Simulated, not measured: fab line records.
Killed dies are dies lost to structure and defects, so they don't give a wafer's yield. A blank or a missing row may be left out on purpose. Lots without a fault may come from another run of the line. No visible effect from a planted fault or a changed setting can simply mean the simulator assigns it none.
fab line records :: flow berkeleyCmos170
record:
  lots: 15
  wafers: 45
  lastDay: 13
route steps=331 shown GATE@143 PSD@182 NSD@191
lots untouched by any fault: they come from a run of this same line in which no faults occurred
startH: hours from the record's first day to the start of the lot's first wafer shown :: waitH: hours elapsed since this lot's preceding step :: " the same as in the row above :: L1.1+2: several wafers, shown together as one row :: - no value, or no start was given :: * or withheld: withheld :: < > ~ a bound
route shown NAME@n: names a module that has steps shown in the file, with the first one's number in the route :: usual: mean and standard deviation over wafers with no fault :: same: alike in all rows :: chamber/n: place in a boat :: sites: per-site readings :: _std_site: their standard deviation :: _edge_site: outer sites' mean less inner sites' :: radiusMm: how far each site lies from the wafer's centre :: mask NAME#n: copy n :: behind: the most recent tool/chamber to have shaped the wafer :: hold: why the lot went on hold/how many hours it stayed there/how the hold came to an end :: device: the transistor (n, p or np) that didn't switch :: end of line: the route-end tests of the same wafers :: step lacking rows: just its recipe :: killed: at the first sort, the dies lost to defects and structure; wafer yield is something else :: map: dies across one wafer; x = killed, . = not, _ = none there
set.NAME: the run value of the setting; set.NAME@STEP: its run value at that earlier step :: model.NAME: the simulator's own value behind a step, which no gauge read
a sample of lots followed through the steps of the route, with each step as a table and each wafer as a row
== steps ==
step: UCB170_GATE_CD_MEAS_90
recipe:
  targetCdNm: 350
usual:
  cdNm: 349.9/1.7
lot.wafer: L513.3
tool: cdSem-01
chamber: -
startH: 140.33
waitH: 0.1
cdNm: 348.6

lot.wafer: L513.4
tool: cdSem-01
chamber: -
startH: 140.33
waitH: 0.1
cdNm: 348.5

lot.wafer: L513.6
tool: cdSem-01
chamber: -
startH: 140.33
waitH: 0.1
cdNm: 351.1

lot.wafer: L515.1
tool: cdSem-01
chamber: -
startH: 152.97
waitH: 0.1
cdNm: 347.3

lot.wafer: L515.2
tool: cdSem-01
chamber: -
startH: 152.97
waitH: 0.1
cdNm: 348.8

lot.wafer: L515.3
tool: cdSem-01
chamber: -
startH: 152.97
waitH: 0.1
cdNm: 348.2

lot.wafer: L518.2
tool: cdSem-01
chamber: -
startH: 168.51
waitH: 0.2
cdNm: 349.1

lot.wafer: L518.5
tool: cdSem-01
chamber: -
startH: 168.51
waitH: 0.2
cdNm: 349.9

lot.wafer: L518.6
tool: cdSem-01
chamber: -
startH: 168.51
waitH: 0.2
cdNm: 349.0

lot.wafer: L516.2
tool: cdSem-02
chamber: -
startH: 168.68
waitH: 0.2
cdNm: 348.1

lot.wafer: L516.3
tool: cdSem-02
chamber: -
startH: 168.68
waitH: 0.2
cdNm: 348.1

lot.wafer: L516.5
tool: cdSem-02
chamber: -
startH: 168.68
waitH: 0.2
cdNm: 348.9

lot.wafer: L517.1
tool: cdSem-02
chamber: -
startH: 168.90
waitH: 0.2
cdNm: 348.9

lot.wafer: L517.2
tool: cdSem-02
chamber: -
startH: 168.90
waitH: 0.2
cdNm: 350.9

lot.wafer: L517.4
tool: cdSem-02
chamber: -
startH: 168.90
waitH: 0.2
cdNm: 347.7

lot.wafer: L520.1
tool: cdSem-01
chamber: -
startH: 192.31
waitH: 0.1
cdNm: 350.1

lot.wafer: L520.2
tool: cdSem-01
chamber: -
startH: 192.31
waitH: 0.1
cdNm: 349.2

lot.wafer: L520.6
tool: cdSem-01
chamber: -
startH: 192.31
waitH: 0.1
cdNm: 351.8

lot.wafer: L523.2
tool: cdSem-01
chamber: -
startH: 198.14
waitH: 0.1
cdNm: 351.2

lot.wafer: L523.3
tool: cdSem-01
chamber: -
startH: 198.14
waitH: 0.1
cdNm: 351.2

lot.wafer: L523.4
tool: cdSem-01
chamber: -
startH: 198.14
waitH: 0.1
cdNm: 352.9

lot.wafer: L525.1
tool: cdSem-01
chamber: -
startH: 198.36
waitH: 0.1
cdNm: 348.4

lot.wafer: L525.4
tool: cdSem-01
chamber: -
startH: 198.36
waitH: 0.1
cdNm: 349.3

lot.wafer: L525.6
tool: cdSem-01
chamber: -
startH: 198.36
waitH: 0.1
cdNm: 350.7

lot.wafer: L528.4
tool: cdSem-01
chamber: -
startH: 223.08
waitH: 0.1
cdNm: 349.1

lot.wafer: L528.5
tool: cdSem-01
chamber: -
startH: 223.08
waitH: 0.1
cdNm: 349.0

lot.wafer: L528.6
tool: cdSem-01
chamber: -
startH: 223.08
waitH: 0.1
cdNm: 348.2

lot.wafer: L530.1
tool: cdSem-02
chamber: -
startH: 236.53
waitH: 0.1
cdNm: 347.8

lot.wafer: L530.4
tool: cdSem-02
chamber: -
startH: 236.53
waitH: 0.1
cdNm: 346.9

lot.wafer: L530.6
tool: cdSem-02
chamber: -
startH: 236.53
waitH: 0.1
cdNm: 347.1

lot.wafer: L529.1
tool: cdSem-02
chamber: -
startH: 236.81
waitH: 0.1
cdNm: 352.2

lot.wafer: L529.2
tool: cdSem-02
chamber: -
startH: 236.81
waitH: 0.1
cdNm: 350.6

lot.wafer: L529.5
tool: cdSem-02
chamber: -
startH: 236.81
waitH: 0.1
cdNm: 350.3

lot.wafer: L531.1
tool: cdSem-01
chamber: -
startH: 236.93
waitH: 0.1
cdNm: 354.0

lot.wafer: L531.5
tool: cdSem-01
chamber: -
startH: 236.93
waitH: 0.1
cdNm: 355.1

lot.wafer: L531.6
tool: cdSem-01
chamber: -
startH: 236.93
waitH: 0.1
cdNm: 353.4

lot.wafer: L532.1
tool: cdSem-02
chamber: -
startH: 247.35
waitH: 0.1
cdNm: 352.1

lot.wafer: L532.3
tool: cdSem-02
chamber: -
startH: 247.35
waitH: 0.1
cdNm: 351.7

lot.wafer: L532.4
tool: cdSem-02
chamber: -
startH: 247.35
waitH: 0.1
cdNm: 352.1

lot.wafer: L535.1
tool: cdSem-02
chamber: -
startH: 262.43
waitH: 0.1
cdNm: 348.1

lot.wafer: L535.2
tool: cdSem-02
chamber: -
startH: 262.43
waitH: 0.1
cdNm: 351.5

lot.wafer: L535.6
tool: cdSem-02
chamber: -
startH: 262.43
waitH: 0.1
cdNm: 350.7

lot.wafer: L534.1
tool: cdSem-01
chamber: -
startH: 262.50
waitH: 0.1
cdNm: 350.0

lot.wafer: L534.4
tool: cdSem-01
chamber: -
startH: 262.50
waitH: 0.1
cdNm: 352.9

lot.wafer: L534.6
tool: cdSem-01
chamber: -
startH: 262.50
waitH: 0.1
cdNm: 351.8
step: UCB170_PSD_OVL_MEAS_07
usual:
  PSD_OVL: 2/5.4
lot.wafer: L513.3
tool: overlay-01
chamber: -
startH: 152.60
waitH: 0.1
PSD_OVL[nm]: 9

lot.wafer: L513.4
tool: overlay-01
chamber: -
startH: 152.60
waitH: 0.1
PSD_OVL[nm]: 4

lot.wafer: L513.6
tool: overlay-01
chamber: -
startH: 152.60
waitH: 0.1
PSD_OVL[nm]: 2

lot.wafer: L515.1
tool: overlay-01
chamber: -
startH: 165.56
waitH: 0.1
PSD_OVL[nm]: -4

lot.wafer: L515.2
tool: overlay-01
chamber: -
startH: 165.56
waitH: 0.1
PSD_OVL[nm]: 3

lot.wafer: L515.3
tool: overlay-01
chamber: -
startH: 165.56
waitH: 0.1
PSD_OVL[nm]: -2

lot.wafer: L518.2
tool: overlay-01
chamber: -
startH: 184.14
waitH: 0.1
PSD_OVL[nm]: 6

lot.wafer: L518.5
tool: overlay-01
chamber: -
startH: 184.14
waitH: 0.1
PSD_OVL[nm]: -1

lot.wafer: L518.6
tool: overlay-01
chamber: -
startH: 184.14
waitH: 0.1
PSD_OVL[nm]: 3

lot.wafer: L517.1
tool: overlay-02
chamber: -
startH: 184.38
waitH: 0.1
PSD_OVL[nm]: -1

lot.wafer: L517.2
tool: overlay-02
chamber: -
startH: 184.38
waitH: 0.1
PSD_OVL[nm]: 6

lot.wafer: L517.4
tool: overlay-02
chamber: -
startH: 184.38
waitH: 0.1
PSD_OVL[nm]: 2

lot.wafer: L516.2
tool: overlay-01
chamber: -
startH: 184.63
waitH: 0.1
PSD_OVL[nm]: -2

lot.wafer: L516.3
tool: overlay-01
chamber: -
startH: 184.63
waitH: 0.1
PSD_OVL[nm]: 3

lot.wafer: L516.5
tool: overlay-01
chamber: -
startH: 184.63
waitH: 0.1
PSD_OVL[nm]: 4

lot.wafer: L523.2
tool: overlay-02
chamber: -
startH: 208.16
waitH: 0.1
PSD_OVL[nm]: 3

lot.wafer: L523.3
tool: overlay-02
chamber: -
startH: 208.16
waitH: 0.1
PSD_OVL[nm]: 9

lot.wafer: L523.4
tool: overlay-02
chamber: -
startH: 208.16
waitH: 0.1
PSD_OVL[nm]: 1

lot.wafer: L525.1
tool: overlay-01
chamber: -
startH: 208.20
waitH: 0.1
PSD_OVL[nm]: -9

lot.wafer: L525.4
tool: overlay-01
chamber: -
startH: 208.20
waitH: 0.1
PSD_OVL[nm]: 10

lot.wafer: L525.6
tool: overlay-01
chamber: -
startH: 208.20
waitH: 0.1
PSD_OVL[nm]: 10

lot.wafer: L520.1
tool: overlay-02
chamber: -
startH: 208.32
waitH: 0.1
PSD_OVL[nm]: 6

lot.wafer: L520.2
tool: overlay-02
chamber: -
startH: 208.32
waitH: 0.1
PSD_OVL[nm]: 6

lot.wafer: L520.6
tool: overlay-02
chamber: -
startH: 208.32
waitH: 0.1
PSD_OVL[nm]: -2

lot.wafer: L528.4
tool: overlay-02
chamber: -
startH: 236.22
waitH: 0.1
PSD_OVL[nm]: -6

lot.wafer: L528.5
tool: overlay-02
chamber: -
startH: 236.22
waitH: 0.1
PSD_OVL[nm]: -1

lot.wafer: L528.6
tool: overlay-02
chamber: -
startH: 236.22
waitH: 0.1
PSD_OVL[nm]: -1

lot.wafer: L530.1
tool: overlay-01
chamber: -
startH: 250.00
waitH: 0.1
PSD_OVL[nm]: 5

lot.wafer: L530.4
tool: overlay-01
chamber: -
startH: 250.00
waitH: 0.1
PSD_OVL[nm]: 2

lot.wafer: L530.6
tool: overlay-01
chamber: -
startH: 250.00
waitH: 0.1
PSD_OVL[nm]: 1

lot.wafer: L531.1
tool: overlay-02
chamber: -
startH: 250.00
waitH: 0.1
PSD_OVL[nm]: 3

lot.wafer: L531.5
tool: overlay-02
chamber: -
startH: 250.00
waitH: 0.1
PSD_OVL[nm]: 10

lot.wafer: L531.6
tool: overlay-02
chamber: -
startH: 250.00
waitH: 0.1
PSD_OVL[nm]: 2

lot.wafer: L529.1
tool: overlay-02
chamber: -
startH: 250.27
waitH: 0.1
PSD_OVL[nm]: 0

lot.wafer: L529.2
tool: overlay-02
chamber: -
startH: 250.27
waitH: 0.1
PSD_OVL[nm]: 3

lot.wafer: L529.5
tool: overlay-02
chamber: -
startH: 250.27
waitH: 0.1
PSD_OVL[nm]: 6

lot.wafer: L532.1
tool: overlay-01
chamber: -
startH: 259.02
waitH: 0.1
PSD_OVL[nm]: -6

lot.wafer: L532.3
tool: overlay-01
chamber: -
startH: 259.02
waitH: 0.1
PSD_OVL[nm]: 1

lot.wafer: L532.4
tool: overlay-01
chamber: -
startH: 259.02
waitH: 0.1
PSD_OVL[nm]: 4

lot.wafer: L535.1
tool: overlay-02
chamber: -
startH: 274.19
waitH: 0.1
PSD_OVL[nm]: -6

lot.wafer: L535.2
tool: overlay-02
chamber: -
startH: 274.19
waitH: 0.1
PSD_OVL[nm]: -10

lot.wafer: L535.6
tool: overlay-02
chamber: -
startH: 274.19
waitH: 0.1
PSD_OVL[nm]: -9

lot.wafer: L534.1
tool: overlay-02
chamber: -
startH: 274.51
waitH: 0.1
PSD_OVL[nm]: 4

lot.wafer: L534.4
tool: overlay-02
chamber: -
startH: 274.51
waitH: 0.1
PSD_OVL[nm]: 3

lot.wafer: L534.6
tool: overlay-02
chamber: -
startH: 274.51
waitH: 0.1
PSD_OVL[nm]: 0
step: UCB170_NSD_PEB_04
recipe:
  pebTempC: 130
  pebTimeS: withheld
  resist: KrF
usual:
  chillPlateTempC: 23.01/0.12
  exhaustPa: 45.0/0.88
lot.wafer: L513.3
tool: lithoTrack-01
chamber: 0
startH: 154.88
waitH: 0.8
chillPlateTempC: 23.15
exhaustPa: 44.6

lot.wafer: L513.4
tool: lithoTrack-01
chamber: 0
startH: 154.88
waitH: 0.8
chillPlateTempC: 23.01
exhaustPa: 43.8

lot.wafer: L513.6
tool: lithoTrack-01
chamber: 0
startH: 154.88
waitH: 0.8
chillPlateTempC: 22.92
exhaustPa: 43.9

lot.wafer: L515.1
tool: lithoTrack-01
chamber: 0
startH: 168.49
waitH: 0.4
chillPlateTempC: 23.06
exhaustPa: 46.7

lot.wafer: L515.2
tool: lithoTrack-01
chamber: 0
startH: 168.49
waitH: 0.4
chillPlateTempC: 22.94
exhaustPa: 46.9

lot.wafer: L515.3
tool: lithoTrack-01
chamber: 0
startH: 168.49
waitH: 0.4
chillPlateTempC: 22.98
exhaustPa: 46.2

lot.wafer: L518.2
tool: lithoTrack-04
chamber: 0
startH: 185.38
waitH: 0.2
chillPlateTempC: 23.18
exhaustPa: 44.4

lot.wafer: L518.5
tool: lithoTrack-04
chamber: 0
startH: 185.38
waitH: 0.2
chillPlateTempC: 23.24
exhaustPa: 44.8

lot.wafer: L518.6
tool: lithoTrack-04
chamber: 0
startH: 185.38
waitH: 0.2
chillPlateTempC: 23.10
exhaustPa: 44.6

lot.wafer: L517.1
tool: lithoTrack-03
chamber: 0
startH: 185.59
waitH: 0.1
chillPlateTempC: 23.09
exhaustPa: 44.0

lot.wafer: L517.2
tool: lithoTrack-03
chamber: 0
startH: 185.59
waitH: 0.1
chillPlateTempC: 23.12
exhaustPa: 45.0

lot.wafer: L517.4
tool: lithoTrack-03
chamber: 0
startH: 185.59
waitH: 0.1
chillPlateTempC: 23.01
exhaustPa: 45.6

lot.wafer: L516.2
tool: lithoTrack-01
chamber: 0
startH: 185.86
waitH: 0.1
chillPlateTempC: 22.75
exhaustPa: 46.1

lot.wafer: L516.3
tool: lithoTrack-01
chamber: 0
startH: 185.86
waitH: 0.1
chillPlateTempC: 22.79
exhaustPa: 46.5

lot.wafer: L516.5
tool: lithoTrack-01
chamber: 0
startH: 185.86
waitH: 0.1
chillPlateTempC: 22.79
exhaustPa: 45.8

lot.wafer: L523.2
tool: lithoTrack-01
chamber: -
startH: 210.39
waitH: 0.9
chillPlateTempC: -
exhaustPa: -

lot.wafer: L523.3
tool: lithoTrack-01
chamber: -
startH: 210.39
waitH: 0.9
chillPlateTempC: -
exhaustPa: -

lot.wafer: L523.4
tool: lithoTrack-01
chamber: -
startH: 210.39
waitH: 0.9
chillPlateTempC: -
exhaustPa: -

lot.wafer: L525.1
tool: lithoTrack-04
chamber: -
startH: 210.53
waitH: 0.9
chillPlateTempC: -
exhaustPa: -

lot.wafer: L525.4
tool: lithoTrack-04
chamber: -
startH: 210.53
waitH: 0.9
chillPlateTempC: -
exhaustPa: -

lot.wafer: L525.6
tool: lithoTrack-04
chamber: -
startH: 210.53
waitH: 0.9
chillPlateTempC: -
exhaustPa: -

lot.wafer: L520.1
tool: lithoTrack-01
chamber: -
startH: 210.64
waitH: 0.8
chillPlateTempC: -
exhaustPa: -

lot.wafer: L520.2
tool: lithoTrack-01
chamber: -
startH: 210.64
waitH: 0.8
chillPlateTempC: -
exhaustPa: -

lot.wafer: L520.6
tool: lithoTrack-01
chamber: -
startH: 210.64
waitH: 0.8
chillPlateTempC: -
exhaustPa: -

lot.wafer: L528.4
tool: lithoTrack-01
chamber: 0
startH: 238.56
waitH: 0.2
chillPlateTempC: 22.95
exhaustPa: 44.9

lot.wafer: L528.5
tool: lithoTrack-01
chamber: 0
startH: 238.56
waitH: 0.2
chillPlateTempC: 22.87
exhaustPa: 44.8

lot.wafer: L528.6
tool: lithoTrack-01
chamber: 0
startH: 238.56
waitH: 0.2
chillPlateTempC: 22.95
exhaustPa: 45.0

lot.wafer: L530.1
tool: lithoTrack-04
chamber: 0
startH: 251.21
waitH: 0.1
chillPlateTempC: 23.09
exhaustPa: 45.2

lot.wafer: L530.4
tool: lithoTrack-04
chamber: 0
startH: 251.21
waitH: 0.1
chillPlateTempC: 22.96
exhaustPa: 46.2

lot.wafer: L530.6
tool: lithoTrack-04
chamber: 0
startH: 251.21
waitH: 0.1
chillPlateTempC: 23.09
exhaustPa: 43.2

lot.wafer: L531.1
tool: lithoTrack-01
chamber: 0
startH: 251.45
waitH: 0.1
chillPlateTempC: 22.87
exhaustPa: 45.8

lot.wafer: L531.5
tool: lithoTrack-01
chamber: 0
startH: 251.45
waitH: 0.1
chillPlateTempC: 22.92
exhaustPa: 44.2

lot.wafer: L531.6
tool: lithoTrack-01
chamber: 0
startH: 251.45
waitH: 0.1
chillPlateTempC: 23.00
exhaustPa: 45.7

lot.wafer: L529.1
tool: lithoTrack-03
chamber: 0
startH: 251.69
waitH: 0.1
chillPlateTempC: 22.87
exhaustPa: 44.6

lot.wafer: L529.2
tool: lithoTrack-03
chamber: 0
startH: 251.69
waitH: 0.1
chillPlateTempC: 22.77
exhaustPa: 44.7

lot.wafer: L529.5
tool: lithoTrack-03
chamber: 0
startH: 251.69
waitH: 0.1
chillPlateTempC: 22.94
exhaustPa: 45.1

lot.wafer: L532.1
tool: lithoTrack-04
chamber: 0
startH: 260.58
waitH: 0.1
chillPlateTempC: 22.95
exhaustPa: 44.8

lot.wafer: L532.3
tool: lithoTrack-04
chamber: 0
startH: 260.58
waitH: 0.1
chillPlateTempC: 23.05
exhaustPa: 42.9

lot.wafer: L532.4
tool: lithoTrack-04
chamber: 0
startH: 260.58
waitH: 0.1
chillPlateTempC: 23.03
exhaustPa: 45.2

lot.wafer: L535.1
tool: lithoTrack-01
chamber: 0
startH: 275.44
waitH: 0.3
chillPlateTempC: 23.04
exhaustPa: 44.5

lot.wafer: L535.2
tool: lithoTrack-01
chamber: 0
startH: 275.44
waitH: 0.3
chillPlateTempC: 23.06
exhaustPa: 44.9

lot.wafer: L535.6
tool: lithoTrack-01
chamber: 0
startH: 275.44
waitH: 0.3
chillPlateTempC: 23.04
exhaustPa: 44.4

lot.wafer: L534.1
tool: lithoTrack-03
chamber: 0
startH: 276.47
waitH: 0.5
chillPlateTempC: 23.01
exhaustPa: 45.6

lot.wafer: L534.4
tool: lithoTrack-03
chamber: 0
startH: 276.47
waitH: 0.5
chillPlateTempC: 22.97
exhaustPa: 45.1

lot.wafer: L534.6
tool: lithoTrack-03
chamber: 0
startH: 276.47
waitH: 0.5
chillPlateTempC: 22.97
exhaustPa: 45.3
step: UCB170_NSD_TW_MEAS_10
usual:
  NSD_TW: 4189/45
lot.wafer: L513.3
tool: filmMetro-03
chamber: -
startH: 155.53
waitH: 0.1
NSD_TW: 4154

lot.wafer: L513.4
tool: filmMetro-03
chamber: -
startH: 155.53
waitH: 0.1
NSD_TW: 4140

lot.wafer: L513.6
tool: filmMetro-03
chamber: -
startH: 155.53
waitH: 0.1
NSD_TW: 4133

lot.wafer: L515.1
tool: filmMetro-02
chamber: -
startH: 169.37
waitH: 0.1
NSD_TW: 4149

lot.wafer: L515.2
tool: filmMetro-02
chamber: -
startH: 169.37
waitH: 0.1
NSD_TW: 4112

lot.wafer: L515.3
tool: filmMetro-02
chamber: -
startH: 169.37
waitH: 0.1
NSD_TW: 4111

lot.wafer: L518.2
tool: filmMetro-03
chamber: -
startH: 186.04
waitH: 0.1
NSD_TW: 4191

lot.wafer: L518.5
tool: filmMetro-03
chamber: -
startH: 186.04
waitH: 0.1
NSD_TW: 4183

lot.wafer: L518.6
tool: filmMetro-03
chamber: -
startH: 186.04
waitH: 0.1
NSD_TW: 4178

lot.wafer: L517.1
tool: filmMetro-01
chamber: -
startH: 186.27
waitH: 0.1
NSD_TW: 4245

lot.wafer: L517.2
tool: filmMetro-01
chamber: -
startH: 186.27
waitH: 0.1
NSD_TW: 4254

lot.wafer: L517.4
tool: filmMetro-01
chamber: -
startH: 186.27
waitH: 0.1
NSD_TW: 4251

lot.wafer: L516.2
tool: filmMetro-03
chamber: -
startH: 186.53
waitH: 0.1
NSD_TW: 4181

lot.wafer: L516.3
tool: filmMetro-03
chamber: -
startH: 186.53
waitH: 0.1
NSD_TW: 4167

lot.wafer: L516.5
tool: filmMetro-03
chamber: -
startH: 186.53
waitH: 0.1
NSD_TW: 4175

lot.wafer: L523.2
tool: filmMetro-02
chamber: -
startH: 211.06
waitH: 0.1
NSD_TW: 4135

lot.wafer: L523.3
tool: filmMetro-02
chamber: -
startH: 211.06
waitH: 0.1
NSD_TW: 4104

lot.wafer: L523.4
tool: filmMetro-02
chamber: -
startH: 211.06
waitH: 0.1
NSD_TW: 4124

lot.wafer: L525.1
tool: filmMetro-01
chamber: -
startH: 211.21
waitH: 0.1
NSD_TW: 4225

lot.wafer: L525.4
tool: filmMetro-01
chamber: -
startH: 211.21
waitH: 0.1
NSD_TW: 4232

lot.wafer: L525.6
tool: filmMetro-01
chamber: -
startH: 211.21
waitH: 0.1
NSD_TW: 4239

lot.wafer: L520.1
tool: filmMetro-02
chamber: -
startH: 211.32
waitH: 0.1
NSD_TW: 4130

lot.wafer: L520.2
tool: filmMetro-02
chamber: -
startH: 211.32
waitH: 0.1
NSD_TW: 4111

lot.wafer: L520.6
tool: filmMetro-02
chamber: -
startH: 211.32
waitH: 0.1
NSD_TW: 4122

lot.wafer: L528.4
tool: filmMetro-01
chamber: -
startH: 239.20
waitH: 0.1
NSD_TW: 4198

lot.wafer: L528.5
tool: filmMetro-01
chamber: -
startH: 239.20
waitH: 0.1
NSD_TW: 4224

lot.wafer: L528.6
tool: filmMetro-01
chamber: -
startH: 239.20
waitH: 0.1
NSD_TW: 4209

lot.wafer: L530.1
tool: filmMetro-01
chamber: -
startH: 251.89
waitH: 0.1
NSD_TW: 4232

lot.wafer: L530.4
tool: filmMetro-01
chamber: -
startH: 251.89
waitH: 0.1
NSD_TW: 4269

lot.wafer: L530.6
tool: filmMetro-01
chamber: -
startH: 251.89
waitH: 0.1
NSD_TW: 4249

lot.wafer: L531.1
tool: filmMetro-02
chamber: -
startH: 252.13
waitH: 0.1
NSD_TW: 4139

lot.wafer: L531.5
tool: filmMetro-02
chamber: -
startH: 252.13
waitH: 0.1
NSD_TW: 4123

lot.wafer: L531.6
tool: filmMetro-02
chamber: -
startH: 252.13
waitH: 0.1
NSD_TW: 4116

lot.wafer: L529.1
tool: filmMetro-01
chamber: -
startH: 252.37
waitH: 0.1
NSD_TW: 4236

lot.wafer: L529.2
tool: filmMetro-01
chamber: -
startH: 252.37
waitH: 0.1
NSD_TW: 4240

lot.wafer: L529.5
tool: filmMetro-01
chamber: -
startH: 252.37
waitH: 0.1
NSD_TW: 4230

lot.wafer: L532.1
tool: filmMetro-01
chamber: -
startH: 261.26
waitH: 0.1
NSD_TW: 4210

lot.wafer: L532.3
tool: filmMetro-01
chamber: -
startH: 261.26
waitH: 0.1
NSD_TW: 4234

lot.wafer: L532.4
tool: filmMetro-01
chamber: -
startH: 261.26
waitH: 0.1
NSD_TW: 4228

lot.wafer: L535.1
tool: filmMetro-02
chamber: -
startH: 276.13
waitH: 0.1
NSD_TW: 4131

lot.wafer: L535.2
tool: filmMetro-02
chamber: -
startH: 276.13
waitH: 0.1
NSD_TW: 4144

lot.wafer: L535.6
tool: filmMetro-02
chamber: -
startH: 276.13
waitH: 0.1
NSD_TW: 4150

lot.wafer: L534.1
tool: filmMetro-03
chamber: -
startH: 277.15
waitH: 0.1
NSD_TW: 4189

lot.wafer: L534.4
tool: filmMetro-03
chamber: -
startH: 277.15
waitH: 0.1
NSD_TW: 4168

lot.wafer: L534.6
tool: filmMetro-03
chamber: -
startH: 277.15
waitH: 0.1
NSD_TW: 4159
== key ==
firstSign:
  step: UCB170_NSD_PEB_04
  reading: toolRecord
  direction: missing
effect none on later readings
metAt UCB170_NSD_PEB_04
struckLots L520,L523,L525
sortLeftOut L520.1,L520.2,L520.6,L523.2,L523.3,L523.4,L525.1,L525.4,L525.6
testerLeftOut L520,L523,L525
notActingAt UCB170_GATE_CD_MEAS_90,UCB170_PSD_OVL_MEAS_07,UCB170_NSD_TW_MEAS_10
onsetBetween 185.86 210.39
fault:
  kind: skippedStepWhole
  tool: lithoTrack-01,lithoTrack-04
  chamber: -
  onsetH: 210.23
  steps: UCB170_NSD_PEB_04
  scope: struckLotsOnly
testerLeftOut: of these lots the tester's yield and bins aren't shown, on N5 and GAA mostly nor the transistor test; their killed dies are dies lost to structure and defects alone, not to doping, threshold or leakage, so they don't give the yield
sortLeftOut: the simulated sort isn't trusted on such a fault, so these wafers' sort isn't shown, and their yield isn't known
